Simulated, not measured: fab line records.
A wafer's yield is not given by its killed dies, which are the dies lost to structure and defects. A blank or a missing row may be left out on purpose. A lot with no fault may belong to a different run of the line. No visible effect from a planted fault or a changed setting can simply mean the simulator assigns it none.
A struck lot beside a sound one | flow rit-cmos | 29 steps out of a route of 202
Sound: the wafers L219.1, L219.2, L219.5. Wafers L234.2, L234.5, L234.6 were the ones struck. Last of all comes the cause.
Each step with rows lists, per side, the tool, then ch with its chambers, then its first start. Under that, the readings that differ: sound wafers | struck wafers | difference of the means | sigmas: that difference in standard deviations of wafers without a fault.
alike: a reading whose means differ by less than 2 such deviations, as well as words and numbers matching on both sides. not compared: withheld readings; readings where some wafer has no value; bounds like >300 that might hide an equal value; numbers whose values overlap and for which the record gives no deviation.
Wherever a step has rows on one side only, a row that says differs or no value, or a row with sigmas, the two part there. Numbers that don't overlap but have no deviation are shown without sigmas and don't part them. A reading that every wafer of one side lacks parts them only if that side has two wafers or more.

first, 1 step without rows for these wafers: RIT_NWELL_IMPLANT_08.
RIT_NWELL_STRIP_09: strips in O2, time 180 s.
  sound on plasma-asher-01 ch 0,1, day 3 04:43; struck on plasma-asher-04 ch 0,1, day 6 14:32
  alike: chamber-pressure-mTorr, drypump-motor-current-A
  not compared: rf-hours-counter-h
RIT_NWELL_TW_MEAS_10:
  sound: film-metro-02 at day 3 04:54; struck: film-metro-04 at day 6 14:44
  reading  | sound          | struck         | difference | sigmas
  NWELL_TW | 2162 2169 2174 | 2086 2082 2083 | -85        | -2
then, 6 steps without rows for these wafers: RIT_PWELL_HMDS_00 (prime time 60 s); RIT_PWELL_COAT_01 (resist thk 1300 nm); RIT_PWELL_SOFTBAKE_02 (time 60 s); RIT_PWELL_EXPOSE_03 (exposes mask M3, target cd 43700 nm); RIT_PWELL_PEB_04; RIT_PWELL_DEVELOP_05 (develop time 68 s).
RIT_PWELL_OVL_MEAS_06:
  sound: overlay-02 at day 3 05:58; struck: overlay-01 at day 6 15:58
  alike: PWELL_OVL
then, 2 steps without rows for these wafers: RIT_PWELL_HARDBAKE_07 (time 120 s); RIT_PWELL_IMPLANT_08.
RIT_PWELL_STRIP_09: strips in O2, time 180 s.
  sound on plasma-asher-02 ch 0,1, day 3 06:24; struck on plasma-asher-03 ch 0,1, day 6 16:24
  no value came back on the struck wafers for chamber-pressure-mTorr (mTorr), drypump-motor-current-A (A), time-s (s); on the sound wafers chamber-pressure-mTorr (mTorr) reads 4007 3996 4002
  reading                                    | sound | struck         | difference | sigmas
  model.NOVOLAK_of_PWELL_COAT_01.thk-nm (nm) | 0 0 0 | 1135 1135 1132 | +1134      |
  not compared: rf-hours-counter-h
RIT_PWELL_TW_MEAS_10:
  sound: film-metro-04 at day 3 06:34; struck: film-metro-04 at day 6 16:35
  alike: PWELL_TW
then, 1 step without rows for these wafers: RIT_WELLDRIVE_ANNEAL_00 (time 14700 s).
RIT_WELLDRIVE_RS_MEAS_01: measurement is done with a four-point probe.
  sound: film-metro-03 at day 3 12:22; struck: film-metro-03 at day 7 00:53
  reading           | sound             | struck            | difference | sigmas
  NWELL_RS (ohm/sq) | 275.0 275.0 275.1 | 276.9 276.0 277.0 | +1.6       | +2
RIT_WELLDRIVE_RS_MEAS_02: measurement is done with a four-point probe.
  sound: film-metro-03 at day 3 12:29; struck: film-metro-03 at day 7 01:00
  alike: PWELL_RS
then, 6 steps without rows for these wafers: RIT_NRETRO_HMDS_00 (prime time 60 s); RIT_NRETRO_COAT_01 (resist thk 1300 nm); RIT_NRETRO_SOFTBAKE_02 (time 60 s); RIT_NRETRO_EXPOSE_03 (exposes mask M4, target cd 43900 nm); RIT_NRETRO_PEB_04; RIT_NRETRO_DEVELOP_05 (develop time 68 s).
RIT_NRETRO_OVL_MEAS_06:
  sound: overlay-02 at day 3 13:29; struck: overlay-02 at day 7 02:14
  alike: NRETRO_OVL
then, 2 steps without rows for these wafers: RIT_NRETRO_HARDBAKE_07 (time 120 s); RIT_NRETRO_IMPLANT_08.
RIT_NRETRO_STRIP_09: strips in O2, time 180 s.
  sound on plasma-asher-01 ch 0,1, day 3 13:55; struck on plasma-asher-01 ch 0,1, day 7 02:40
  alike: chamber-pressure-mTorr, drypump-motor-current-A
  not compared: rf-hours-counter-h
RIT_NRETRO_TW_MEAS_10:
  sound: film-metro-02 at day 3 14:06; struck: film-metro-03 at day 7 03:04
  reading   | sound          | struck   | difference | sigmas
  NRETRO_TW | 1063 1062 1062 | 30 30 31 | -1032      | -99 or more
  not compared: hold
RIT_M1_PROBE_99:
  sound wafers here have rows in the record (prober-01, day 4 21:28); struck ones have none

## WHERE THEY PART
At RIT_NWELL_TW_MEAS_10 first; at RIT_M1_PROBE_99 last (within this record only).

WHY: whatever the simulator had introduced
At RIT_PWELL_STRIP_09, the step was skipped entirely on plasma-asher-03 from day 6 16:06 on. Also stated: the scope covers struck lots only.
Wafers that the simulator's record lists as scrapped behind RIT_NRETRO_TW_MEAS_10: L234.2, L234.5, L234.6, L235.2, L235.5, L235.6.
